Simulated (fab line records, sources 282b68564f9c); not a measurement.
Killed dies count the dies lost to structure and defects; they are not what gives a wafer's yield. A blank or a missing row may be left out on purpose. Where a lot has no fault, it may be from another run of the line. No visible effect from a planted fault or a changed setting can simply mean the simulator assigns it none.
Which tool is to blame? + flow ritCmos + 7 lots, 21 wafers sampled, at 1 step of a route of 202

== WHAT THE GAUGES READ, wafer by wafer ==
RIT_PSD_TW_MEAS_10.
| lot  | measured    | on           | PSD_TW         |
|------|-------------|--------------|----------------|
| L767 | day 3 10:52 | filmMetro-04 | 3391 3393 3410 |
| L771 | day 4 06:25 | filmMetro-02 | 3417 3380 3408 |
| L774 | day 5 02:47 | filmMetro-04 | 3396 3380 3416 |
| L777 | day 5 22:25 | filmMetro-01 | 3426 3403 3405 |
| L783 | day 7 02:22 | filmMetro-04 | 3392 3376 3396 |
| L785 | day 7 19:56 | filmMetro-04 | 3389 3402 3381 |
| L789 | day 8 01:31 | filmMetro-02 | 3420 3427 3414 |

== EACH LOT AND THE TOOL THAT RAN IT (in order: tool; ch and the chambers of the sampled wafers; start) ==
There is no process step in the record ahead of these readings.

== THE ANSWER, worked out from the rows above alone ==
Rule: usual is defined by the lots themselves. The widest of any qualifying gaps counts: lots, ordered by their means at a reading, are off when they make up no more than a third of the lots, leave a main group of 4 or more, and stand apart from it by 3 or more times the standard deviation of that group's means. The tables above print the reading to a certain number of digits; a main group whose means all agree to those digits is not used. Also off: a lot with no number at a reading for which 4 or more lots have one. Any other lot the step has rows for is counted as sound.
No lot is off on any of the readings shown, so nothing can be concluded from this.

== WHAT THE SIMULATOR HAD PUT IN ==
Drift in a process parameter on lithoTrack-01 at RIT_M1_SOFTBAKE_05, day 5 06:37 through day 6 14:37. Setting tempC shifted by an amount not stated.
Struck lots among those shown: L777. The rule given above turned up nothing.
